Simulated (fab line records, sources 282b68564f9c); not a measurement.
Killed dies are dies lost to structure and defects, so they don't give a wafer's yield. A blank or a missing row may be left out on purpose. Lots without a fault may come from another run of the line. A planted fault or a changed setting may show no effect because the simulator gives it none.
Which tool did it? | flow rit_cmos | 13 lots, 39 wafers sampled, at 1 step of a route of 202

WHAT THE GAUGES READ, wafer by wafer
The record holds no reading of a measuring or inspecting step that can be judged against a usual standard deviation.

WHICH TOOL RAN EACH LOT (tool, then ch and the chambers of the sampled wafers, then the start)
lot  | RIT_NRETRO_IMPLANT_08
L544 | implanter-04 ch 0, day 2 13:40
L545 | implanter-03 ch 0, day 2 18:22
L546 | implanter-03 ch 0, day 2 23:31
L551 | implanter-02 ch 0, day 4 17:50
L553 | implanter-02 ch 0, day 4 23:20
L556 | implanter-02 ch 0, day 5 08:21
L557 | implanter-04 ch 0, day 5 10:54
L559 | implanter-03 ch 0, day 5 18:17
L561 | implanter-04 ch 0, day 6 01:49
L560 | implanter-03 ch 0, day 6 02:13
L563 | implanter-03 ch 0, day 6 06:59
L566 | implanter-03 ch 0, day 6 21:38
L567 | implanter-03 ch 0, day 7 02:19
- RIT_NRETRO_IMPLANT_08

WHAT THE TOOLS THEMSELVES READ (means of the sampled wafers that have a number; where no wafer has one, the mark that the record gives instead)
RIT_NRETRO_IMPLANT_08.
lot  | tool         | beam_energy_keV
L544 | implanter-04 | 70.001
L545 | implanter-03 | 70.014
L546 | implanter-03 | 70.018
L551 | implanter-02 | 69.994
L553 | implanter-02 | 78.097
L556 | implanter-02 | 78.079
L557 | implanter-04 | 69.995
L559 | implanter-03 | 70.016
L561 | implanter-04 | 69.984
L560 | implanter-03 | 69.972
L563 | implanter-03 | 70.034
L566 | implanter-03 | 69.996
L567 | implanter-03 | 69.983

THE ANSWER, worked out from the rows above alone
Rule: what is usual is taken from the lots themselves. Put in order of their means at a reading, lots are off if they are a third of the lots or fewer, leave a main group of 4 or more, and stand apart from it by a gap of 3 or more times the standard deviation of the main group's means; of several such gaps the widest counts. A main group whose means are all the same, to the digits that the tables above print for the reading, isn't used. A lot without any number at a reading at which 4 lots or more have one is off too. The other lots that the step has rows for count as sound. The gauges are gone through in route order, then the tools' own readings, and for those a lot's mean is taken as printed above. The first step at which some lot is off is used, and at that step the reading that is off furthest; a lot without a number counts as furthest.
Off: L553, L556, at RIT_NRETRO_IMPLANT_08 (beam_energy_keV). The main group: mean 70.001, standard deviation 0.017.
A tool fits if, at that step or a process step before it, it ran every lot that is off, and no sound lot after the first of them. One fits: implanter-02 at RIT_NRETRO_IMPLANT_08. Its last sound lot is L551 (day 4 17:50), its first lot that is off L553 (day 4 23:20): a fault that began between those two fits.
The tool's own readings at RIT_NRETRO_IMPLANT_08 bear it out: on the lots that are off they differ by more than 5 times the standard deviation of the sound lots' means. beam_energy_keV reads 78.088 there against 70.001 on the sound lots.

WHAT THE SIMULATOR HAD PUT IN
Process parameter drift: implanter-02, from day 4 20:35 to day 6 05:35, at RIT_NRETRO_IMPLANT_08. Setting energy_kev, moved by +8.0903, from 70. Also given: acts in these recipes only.
Lots struck among those shown: L553, L556. The rule above found the same.
